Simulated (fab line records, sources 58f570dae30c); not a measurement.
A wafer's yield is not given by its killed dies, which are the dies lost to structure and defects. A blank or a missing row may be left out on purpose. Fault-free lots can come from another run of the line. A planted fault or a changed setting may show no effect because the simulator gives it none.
Split-lot study | flow berkeley-cmos170 | 5 lots, 23 wafers read, on a route of 331 steps

## THE SPLIT ITSELF
At UCB170_BACKSIDE_COAT_01 (resist thk 900 nm), the setting spin-rpm was moved away from the recipe's 1500 rpm on 8 of the 23 wafers read, by -7.0% to +4.9%. This setting was run at the recipe's value on the other wafers.

Reading taken at the split's own step.

## THE READING
KrF_of_BACKSIDE_COAT_01.thk-nm (the simulator's own value, which no gauge read), in nm, at UCB170_BACKSIDE_COAT_01 (resist thk 900 nm). The file gives no usual value for it. Across the 15 wafers here that went through the recipe, the average is 900.8 nm and the standard deviation 2.3 nm.

wafer  | tool, chamber at the split | spin-rpm as run, rpm | against the recipe | KrF_of_BACKSIDE_COAT_01.thk-nm, nm | against lot-mates on the recipe
L074.1 | litho-track-02, 0          | 1500                 | recipe             | 899.4                              | -
L074.2 | litho-track-02, 0          | 1500                 | recipe             | 903.1                              | -
L074.3 | litho-track-02, 0          | 1573                 | +4.9%              | 882                                | -19.2
L074.4 | litho-track-02, 0          | 1573                 | +4.9%              | 880.8                              | -20.5
L074.5 | litho-track-02, 0          | 1573                 | +4.9%              | 880.8                              | -20.5
L076.1 | litho-track-04, 0          | 1395                 | -7.0%              | 934.7                              | +34.0
L076.3 | litho-track-04, 0          | 1395                 | -7.0%              | 936.1                              | +35.4
L076.4 | litho-track-04, 0          | 1500                 | recipe             | 900.4                              | -
L076.5 | litho-track-04, 0          | 1500                 | recipe             | 901.1                              | -
L076.6 | litho-track-04, 0          | 1500                 | recipe             | 900.5                              | -
L077.1 | litho-track-02, 0          | 1397                 | -6.9%              | 937.5                              | +33.8
L077.2 | litho-track-02, 0          | 1500                 | recipe             | 904.6                              | -
L077.3 | litho-track-02, 0          | 1500                 | recipe             | 902.7                              | -
L077.4 | litho-track-02, 0          | 1397                 | -6.9%              | 933.7                              | +30.0
L077.5 | litho-track-02, 0          | 1397                 | -6.9%              | 937.3                              | +33.6
L079.2 | litho-track-03, 0          | 1500                 | recipe             | 899.8                              | -
L079.4 | litho-track-03, 0          | 1500                 | recipe             | 898                                | -
L079.5 | litho-track-03, 0          | 1500                 | recipe             | 894.4                              | -
L080.1 | litho-track-04, 0          | 1500                 | recipe             | 901                                | -
L080.2 | litho-track-04, 0          | 1500                 | recipe             | 901.1                              | -
L080.3 | litho-track-04, 0          | 1500                 | recipe             | 900.3                              | -
L080.5 | litho-track-04, 0          | 1500                 | recipe             | 902.8                              | -
L080.6 | litho-track-04, 0          | 1500                 | recipe             | 902.3                              | -

FIT RESULTS
A straight line over all 23 wafers: KrF_of_BACKSIDE_COAT_01.thk-nm changes by -4.77 nm for each +1% of spin-rpm; r = -0.99; the points scatter about the line by 2.6 nm.
The same after taking each lot's own level away (the mean of its wafers on the recipe; 23 wafers): -4.63 nm for each +1%; r = -1.00; scatter 1.7 nm.
That fit puts the effect of the largest move of spin-rpm on the reading at 32 nm.
From 897.40 to 903.65 nm: that is the span of the lots' own levels, equal to 2.7 times the standard deviation above.
Hence the lot-to-lot level has little effect on the slope; both slopes agree.
Check: +32.8 nm against its lot-mates is what the line predicts for one of the wafers moved furthest among these (-7.0%) when that wafer is left out of the fit. Against them it came out at +34 nm.

## THE WHOLE CHAIN: every reading that the file lists as answering this split, in the file's order
step                     | what it does      | reading                                                                         | change (the file's fit)              | r (the file's)
UCB170_BACKSIDE_COAT_01  | resist thk 900 nm | KrF_of_BACKSIDE_COAT_01.thk-nm (the simulator's own value, which no gauge read) | -4.7 nm for each +1% of the setting  | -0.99
UCB170_BACKSIDE_STRIP_03 | strips in O2      | strip-time-to-endpoint-s                                                        | withheld for each +1% of the setting | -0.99

## THE FILE'S OWN FIT
KrF_of_BACKSIDE_COAT_01.thk-nm changes by -4.7 nm for each +1% of spin-rpm, r = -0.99.
